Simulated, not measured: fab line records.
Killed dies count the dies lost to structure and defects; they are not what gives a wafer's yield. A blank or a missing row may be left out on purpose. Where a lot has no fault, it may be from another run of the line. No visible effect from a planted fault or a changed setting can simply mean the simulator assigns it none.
Split-lot trial :: flow rit_cmos :: 5 lots, 23 wafers read, on a route of 202 steps

THE SPLIT
At RIT_M1_SPUTTER_00 (material Al, target thk 400 nm, time 500 s), the setting power_w was moved away from the recipe's 2000 W on 7 of the 23 wafers read, by -11.5% to +8.4%. This setting was run at the recipe's value on the other wafers.

FROM THE SPLIT TO THE READING: what the file shows between them, 5 steps
- RIT_M1_RS_MEAS_01: measures by four-point-probe
- RIT_M1_THK_MEAS_02: measures by xrf
- RIT_M1_DEVELOP_08: develop time 68 s (also split here: develop_time_s)
- RIT_M1_CD_MEAS_09: target cd 2600 nm
- RIT_M1_HARDBAKE_11: time 120 s

THE READING
oes_product_au, in a.u., at RIT_M1_METAL_ETCH_12 (etches Al in Cl2/BCl3, stops on SiO2, time 165 s, target depth 600 nm). On this fab line, fault-free wafers typically give 0.778 a.u. with a standard deviation of 0.014 a.u.

wafer: L075.1
tool, chamber at the split: pvd_sputter-01, -
power_w as run, W: 2070
against the recipe: +3.5%
oes_product_au, a.u.: 0.803
against lot-mates on the recipe: +0.006

wafer: L075.2
tool, chamber at the split: pvd_sputter-01, -
power_w as run, W: 2000
against the recipe: recipe
oes_product_au, a.u.: 0.796
against lot-mates on the recipe: -

wafer: L075.3
tool, chamber at the split: pvd_sputter-01, -
power_w as run, W: 2070
against the recipe: +3.5%
oes_product_au, a.u.: 0.811
against lot-mates on the recipe: +0.014

wafer: L075.4
tool, chamber at the split: pvd_sputter-01, -
power_w as run, W: 2000
against the recipe: recipe
oes_product_au, a.u.: 0.798
against lot-mates on the recipe: -

wafer: L075.5
tool, chamber at the split: pvd_sputter-01, -
power_w as run, W: 2070
against the recipe: +3.5%
oes_product_au, a.u.: 0.799
against lot-mates on the recipe: +0.002

wafer: L074.1
tool, chamber at the split: pvd_sputter-04, -
power_w as run, W: 2000
against the recipe: recipe
oes_product_au, a.u.: 0.769
against lot-mates on the recipe: -

wafer: L074.2
tool, chamber at the split: pvd_sputter-04, -
power_w as run, W: 1771
against the recipe: -11.5%
oes_product_au, a.u.: 0.732
against lot-mates on the recipe: -0.045

wafer: L074.3
tool, chamber at the split: pvd_sputter-04, -
power_w as run, W: 2000
against the recipe: recipe
oes_product_au, a.u.: 0.793
against lot-mates on the recipe: -

wafer: L074.4
tool, chamber at the split: pvd_sputter-04, -
power_w as run, W: 1771
against the recipe: -11.5%
oes_product_au, a.u.: 0.724
against lot-mates on the recipe: -0.053

wafer: L074.5
tool, chamber at the split: pvd_sputter-04, -
power_w as run, W: 2000
against the recipe: recipe
oes_product_au, a.u.: 0.768
against lot-mates on the recipe: -

wafer: L077.1
tool, chamber at the split: pvd_sputter-04, -
power_w as run, W: 2000
against the recipe: recipe
oes_product_au, a.u.: 0.809
against lot-mates on the recipe: -

wafer: L077.2
tool, chamber at the split: pvd_sputter-04, -
power_w as run, W: 2000
against the recipe: recipe
oes_product_au, a.u.: 0.796
against lot-mates on the recipe: -

wafer: L077.4
tool, chamber at the split: pvd_sputter-04, -
power_w as run, W: 2168
against the recipe: +8.4%
oes_product_au, a.u.: 0.831
against lot-mates on the recipe: +0.032

wafer: L077.5
tool, chamber at the split: pvd_sputter-04, -
power_w as run, W: 2168
against the recipe: +8.4%
oes_product_au, a.u.: 0.844
against lot-mates on the recipe: +0.045

wafer: L077.6
tool, chamber at the split: pvd_sputter-04, -
power_w as run, W: 2000
against the recipe: recipe
oes_product_au, a.u.: 0.791
against lot-mates on the recipe: -

wafer: L078.1
tool, chamber at the split: pvd_sputter-02, -
power_w as run, W: 2000
against the recipe: recipe
oes_product_au, a.u.: 0.761
against lot-mates on the recipe: -

wafer: L078.2
tool, chamber at the split: pvd_sputter-02, -
power_w as run, W: 2000
against the recipe: recipe
oes_product_au, a.u.: 0.763
against lot-mates on the recipe: -

wafer: L078.3
tool, chamber at the split: pvd_sputter-02, -
power_w as run, W: 2000
against the recipe: recipe
oes_product_au, a.u.: 0.775
against lot-mates on the recipe: -

wafer: L078.4
tool, chamber at the split: pvd_sputter-02, -
power_w as run, W: 2000
against the recipe: recipe
oes_product_au, a.u.: 0.769
against lot-mates on the recipe: -

wafer: L078.5
tool, chamber at the split: pvd_sputter-02, -
power_w as run, W: 2000
against the recipe: recipe
oes_product_au, a.u.: 0.775
against lot-mates on the recipe: -

wafer: L085.4
tool, chamber at the split: pvd_sputter-04, -
power_w as run, W: 2000
against the recipe: recipe
oes_product_au, a.u.: 0.782
against lot-mates on the recipe: -

wafer: L085.5
tool, chamber at the split: pvd_sputter-04, -
power_w as run, W: 2000
against the recipe: recipe
oes_product_au, a.u.: 0.772
against lot-mates on the recipe: -

wafer: L085.6
tool, chamber at the split: pvd_sputter-04, -
power_w as run, W: 2000
against the recipe: recipe
oes_product_au, a.u.: 0.753
against lot-mates on the recipe: -

THE FIT
A straight line over all 23 wafers: oes_product_au changes by +0.00546 a.u. for each +1% of power_w; r = +0.86; the points scatter about the line by 0.015 a.u.
The same after taking each lot's own level away (the mean of its wafers on the recipe; 23 wafers): +0.0042 a.u. for each +1%; r = +0.91; scatter 0.0086 a.u.
The reading moves by 0.048 a.u. for the largest change in power_w, on that fit.
The span of the lots' own levels, 0.7686 to 0.7987 a.u., comes to 2.1 times the standard deviation stated above.
Hence the slope depends on the lot-to-lot level, as the two fits are not the same.
Check: for one of the wafers moved furthest among these (-11.5%), held out of the fit, the line's prediction against its lot-mates is -0.051 a.u. Against them it came out at -0.0447 a.u.

OTHER SPLITS ON THESE WAFERS
These wafers also went through other splits before the reading. Each is held against what the fit with the lots' levels taken away leaves over:
other split on the same wafers: RIT_M1_DEVELOP_08 develop_time_s
wafers away from the commonest value: 7
r with oes_product_au (lot level and that fit taken away): +0.05

THE WHOLE CHAIN: every reading that the file lists as answering this split, in the file's order
step: RIT_M1_SPUTTER_00
what it does: material Al, target thk 400 nm, time 500 s
reading: Al_of_M1_SPUTTER_00.thk_nm (the simulator's own value, which no gauge read)
change (the file's fit): +4.16 nm for each +1% of the setting
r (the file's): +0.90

step: RIT_M1_RS_MEAS_01
what it does: measures by four-point-probe
reading: M1_AL_RS
change (the file's fit): -0.000807 for each +1% of the setting
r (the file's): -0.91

step: RIT_M1_THK_MEAS_02
what it does: measures by xrf
reading: M1_AL_THK
change (the file's fit): +4.04 for each +1% of the setting
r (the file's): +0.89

step: RIT_M1_METAL_ETCH_12
what it does: etches Al in Cl2/BCl3, stops on SiO2, time 165 s, target depth 600 nm
reading: oes_product_au
change (the file's fit): +0.00427 a.u. for each +1% of the setting
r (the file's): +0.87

THE FILE'S OWN FIT
oes_product_au changes by +0.00427 a.u. for each +1% of power_w, r = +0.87.
